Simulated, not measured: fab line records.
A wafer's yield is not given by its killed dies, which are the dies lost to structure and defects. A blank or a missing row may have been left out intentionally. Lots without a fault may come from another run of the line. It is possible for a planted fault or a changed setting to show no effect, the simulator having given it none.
One fault seen from 2 desks    flow berkeley-cmos170    numbers are kept per desk, each desk with only its own; the story behind them comes last

== FROM THE METROLOGY DESK ==
Lot by lot, what the gauges showed, no matter which tool ran the lot: averages of those sampled wafers that carry a number. If a lot's mean is further than 4 standard deviations from the usual mean, the lot is out of limits and carries the mark OUT (the distance appears in the brackets).
Columns: A = SCREENOX_OXIDE_THK at UCB170_SCREENOX_THK_MEAS_02, usual 14.5 nm; B = PVT_OVL at UCB170_PVT_OVL_MEAS_06, usual -2 nm; C = cd-nm at UCB170_GATE_CD_MEAS_12, usual 349.8 nm
lot   first seen here  A     B   C
L255  day 6 16:31      14.6  -2  351.4
L258  day 7 02:58      14.9  -   350.5
L256  day 7 02:59      14.7  -   351.1
L257  day 7 02:59      14.5  2   349.6
L259  day 7 19:54      14.3  -   348.5
L260  day 8 10:56      14.4  3   349.8
L264  day 8 21:27      14.8  -2  348.9
L265  day 9 08:38      14.0  -9  349.2
L266  day 9 08:38      14.2  -8  349.4
L267  day 9 08:40      14.2  -0  351.2
L268  day 10 01:44     14.3  -3  350.5
L274  day 10 17:25     14.7  -3  348.7
L273  day 10 17:26     14.8  -4  349.7
L271  day 10 17:27     15.0  -5  350.0
L272  day 10 17:29     14.9  -1  349.9
This desk's verdict: no lot among the 15 shows anything out of limits.

== THE TOOL OWNER'S DESK: krf-scanner-02 ==
The tool's own readings at UCB170_PVT_EXPOSE_03 (exposes mask NWELL, target cd 3000 nm): means of the sampled wafers that have a number, for each lot that ran on this tool. If a lot's mean is further than 4 standard deviations from the usual mean, the lot is out of limits and carries the mark OUT (the distance appears in the brackets).
Columns: A = exposure-dose-mJ-cm2 at UCB170_PVT_EXPOSE_03, usual 30.008; B = focus-offset-nm at UCB170_PVT_EXPOSE_03, usual 0.0 nm
lot   first seen here  A       B
L265  day 9 16:23      30.024  0.0
L267  day 9 17:01      30.024  1.2
L273  day 11 03:13     29.963  -0.5
L271  day 11 04:04     29.987  -0.2
L272  day 11 04:12     30.041  -0.0
L274  day 11 04:32     30.021  -0.4
This desk's verdict: no lot among the 6 shows anything out of limits.

== TAKEN TOGETHER ==
From the metrology desk's view, nothing was out of limits.
The tool owner's desk saw nothing out of limits.

== WHAT THE SIMULATOR HAD INSERTED ==
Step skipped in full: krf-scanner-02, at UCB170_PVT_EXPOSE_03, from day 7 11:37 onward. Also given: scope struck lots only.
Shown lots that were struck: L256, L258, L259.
